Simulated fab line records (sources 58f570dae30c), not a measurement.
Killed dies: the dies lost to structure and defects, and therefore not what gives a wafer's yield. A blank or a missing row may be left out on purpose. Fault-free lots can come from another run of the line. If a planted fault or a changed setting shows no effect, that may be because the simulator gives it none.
Lot-split experiment | flow berkeley cmos170 | 23 wafers read from 5 lots, route of 331 steps

ON THE SPLIT
At UCB170_PWELL_CVD_05 (deposits Si3N4 from SiH2Cl2/NH3, target thk 220 nm, time 3300 s), the setting sih2cl2 flow sccm was moved away from the recipe's 25 sccm on 15 of the 23 wafers read, by -11.9% to +8.2%. All remaining wafers had this setting at the recipe value.

The file shows no step between the split and the reading.

THE READING
PWELL_NITRIDE_THK in nanometres, read at UCB170_PWELL_THK_MEAS_06. A value of 219.0 nm with a standard deviation of 1.5 nm is what fault-free wafers of this fab line usually give.

wafer  | tool, chamber at the split | sih2cl2 flow sccm as run, sccm | against the recipe | PWELL_NITRIDE_THK, nm | against lot-mates on the recipe
L078.1 | -, -                       | 27.06                          | +8.2%              | 224.7                 | no lot-mate on the recipe
L078.2 | -, -                       | 27.06                          | +8.2%              | 225.7                 | no lot-mate on the recipe
L078.4 | -, -                       | 27.06                          | +8.2%              | 225.1                 | no lot-mate on the recipe
L078.5 | -, -                       | 27.06                          | +8.2%              | 223.6                 | no lot-mate on the recipe
L078.6 | -, -                       | 27.06                          | +8.2%              | 225.5                 | no lot-mate on the recipe
L077.1 | -, -                       | 25                             | recipe             | 219.1                 | -
L077.3 | -, -                       | 25                             | recipe             | 219.5                 | -
L077.4 | -, -                       | 25                             | recipe             | 219.2                 | -
L077.5 | -, -                       | 25                             | recipe             | 219.1                 | -
L077.6 | -, -                       | 25                             | recipe             | 219.3                 | -
L080.1 | -, -                       | 22.02                          | -11.9%             | 210.9                 | no lot-mate on the recipe
L080.2 | -, -                       | 22.02                          | -11.9%             | 213.4                 | no lot-mate on the recipe
L080.3 | -, -                       | 22.02                          | -11.9%             | 213.6                 | no lot-mate on the recipe
L080.5 | -, -                       | 22.02                          | -11.9%             | 212.7                 | no lot-mate on the recipe
L080.6 | -, -                       | 22.02                          | -11.9%             | 213.0                 | no lot-mate on the recipe
L082.1 | -, -                       | 23.9                           | -4.4%              | 217.8                 | no lot-mate on the recipe
L082.3 | -, -                       | 23.9                           | -4.4%              | 215.9                 | no lot-mate on the recipe
L082.4 | -, -                       | 23.9                           | -4.4%              | 216.5                 | no lot-mate on the recipe
L082.5 | -, -                       | 23.9                           | -4.4%              | 217.8                 | no lot-mate on the recipe
L082.6 | -, -                       | 23.9                           | -4.4%              | 215.5                 | no lot-mate on the recipe
L085.1 | lpcvd-01, 0                | 25                             | recipe             | 219.4                 | -
L085.3 | lpcvd-01, 0                | 25                             | recipe             | 218.8                 | -
L085.5 | lpcvd-01, 0                | 25                             | recipe             | 218.5                 | -

FIT RESULTS
A straight line over all 23 wafers: PWELL_NITRIDE_THK changes by +0.601 nm for each +1% of sih2cl2 flow sccm; r = +0.98; the points scatter about the line by 0.87 nm.
Too few moved wafers with a lot-mate on the recipe to fit a line net of each lot's own level.

THE WHOLE CHAIN: every reading that the file lists as answering this split, in the file's order
step                     | what it does                                                               | reading                                                                       | change (the file's fit)               | r (the file's)
UCB170_PWELL_CVD_05      | deposits Si3N4 from SiH2Cl2/NH3, target thk 220 nm, time 3300 s            | Si3N4_of_PWELL_CVD_05.thk nm (the simulator's own value, which no gauge read) | +0.601 nm for each +1% of the setting | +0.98
UCB170_PWELL_THK_MEAS_06 |                                                                            | PWELL_NITRIDE_THK                                                             | +0.601 for each +1% of the setting    | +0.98
UCB170_PWELL_ETCH_14     | etches Si3N4 in CH3F/Ar/O2, stops on SiO2, target depth 242 nm, time 151 s | etch.depth nm (the simulator's own value, which no gauge read)                | +0.601 nm for each +1% of the setting | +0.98

THE FILE'S OWN FIT
PWELL_NITRIDE_THK changes by +0.601 nm for each +1% of sih2cl2 flow sccm, r = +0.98.
